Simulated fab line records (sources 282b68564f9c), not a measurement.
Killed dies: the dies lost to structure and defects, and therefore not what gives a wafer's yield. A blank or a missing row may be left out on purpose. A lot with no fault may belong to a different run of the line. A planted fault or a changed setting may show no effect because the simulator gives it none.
The tool behind it: which one?    flow rit_cmos    21 wafers from 7 lots sampled at 5 of the route's 202 steps

## WHAT THE GAUGES SHOWED, per wafer
RIT_CONTACT_THK_MEAS_01.
lot   measured     on             CONTACT_TEOS_THK (nm)
L835  day 4 02:32  film_metro-01  403 407 410
L838  day 4 13:56  film_metro-04  394 406 398
L840  day 5 01:41  film_metro-04  402 396 404
L843  day 5 15:12  film_metro-04  400 398 399
L850  day 7 03:17  film_metro-02  354 395 394
L852  day 7 11:56  film_metro-04  394 400 395
L855  day 8 00:47  film_metro-01  397 399 402

## EACH LOT AND THE TOOL THAT RAN IT (in order: tool; ch and the chambers of the sampled wafers; start)
lot   RIT_NRETRO_STRIP_09                  RIT_NLDD_STRIP_09                    RIT_SILICIDE_RTA_06              RIT_CONTACT_CVD_00
L835  plasma_asher-04 ch 0,1, day 3 00:50  plasma_asher-02 ch 0,1, day 3 16:46  rtp_anneal-02 ch 0, day 4 02:25  pecvd-01 ch 0,2, day 4 02:29
L838  plasma_asher-01 ch 0,1, day 3 14:32  plasma_asher-03 ch 0,1, day 4 04:18  rtp_anneal-01 ch 0, day 4 13:49  pecvd-01 ch 0,1, day 4 13:53
L840  plasma_asher-04 ch 0,1, day 4 03:40  plasma_asher-02 ch 0,1, day 4 15:17  rtp_anneal-01 ch 0, day 5 01:34  pecvd-02 ch 1,2, day 5 01:37
L843  plasma_asher-01 ch 0,1, day 4 16:29  plasma_asher-03 ch 0,1, day 5 06:31  rtp_anneal-02 ch 0, day 5 15:05  pecvd-02 ch 0,1,2, day 5 15:09
L850  plasma_asher-04 ch 0, day 6 01:29    plasma_asher-02 ch 0,1, day 6 17:55  rtp_anneal-02 ch 0, day 7 03:10  pecvd-01 ch 0,1,2, day 7 03:14
L852  plasma_asher-03 ch 0,1, day 6 12:29  plasma_asher-04 ch 0,1, day 7 02:59  rtp_anneal-02 ch 0, day 7 11:49  pecvd-02 ch 0,1,2, day 7 11:53
L855  plasma_asher-03 ch 0, day 7 03:29    plasma_asher-02 ch 0, day 7 16:10    rtp_anneal-02 ch 0, day 8 00:40  pecvd-02 ch 0,1, day 8 00:43
- RIT_NRETRO_STRIP_09: strips in O2, time 180 s.
- RIT_NLDD_STRIP_09: strips in O2, time 180 s.
- RIT_SILICIDE_RTA_06: time 10 s, ramp up 5 s, ramp down 10 s.
- RIT_CONTACT_CVD_00: deposits SiO2 from TEOS, target thk 400 nm, time 61 s.

## THE ANSWER, worked out from the rows above alone
Rule: the usual values come from the lots themselves. Put in order of their means at a reading, lots are off if they are a third of the lots or fewer, leave a main group of 4 or more, and stand apart from it by a gap of 3 or more times the standard deviation of the main group's means; of several such gaps the widest counts. A main group is skipped when, at the precision printed for the reading in the tables above, its means are all equal. Also off: a lot with no number at a reading for which 4 or more lots have one. The other lots that the step has rows for count as sound.
Off: L850, at RIT_CONTACT_THK_MEAS_01 (CONTACT_TEOS_THK). Main group: mean 400 nm, sd 3.2.
If a tool, at a process step before that reading, ran all the lots that are off and no sound lot after the first of them, it fits. Those tools and the gauges at RIT_CONTACT_THK_MEAS_01 are tried in the same way. Can't be told from this: 3 tools fit, plasma_asher-04 at RIT_NRETRO_STRIP_09, pecvd-01 at RIT_CONTACT_CVD_00, film_metro-02 at RIT_CONTACT_THK_MEAS_01.

## WHAT HAD BEEN PUT IN BY THE SIMULATOR
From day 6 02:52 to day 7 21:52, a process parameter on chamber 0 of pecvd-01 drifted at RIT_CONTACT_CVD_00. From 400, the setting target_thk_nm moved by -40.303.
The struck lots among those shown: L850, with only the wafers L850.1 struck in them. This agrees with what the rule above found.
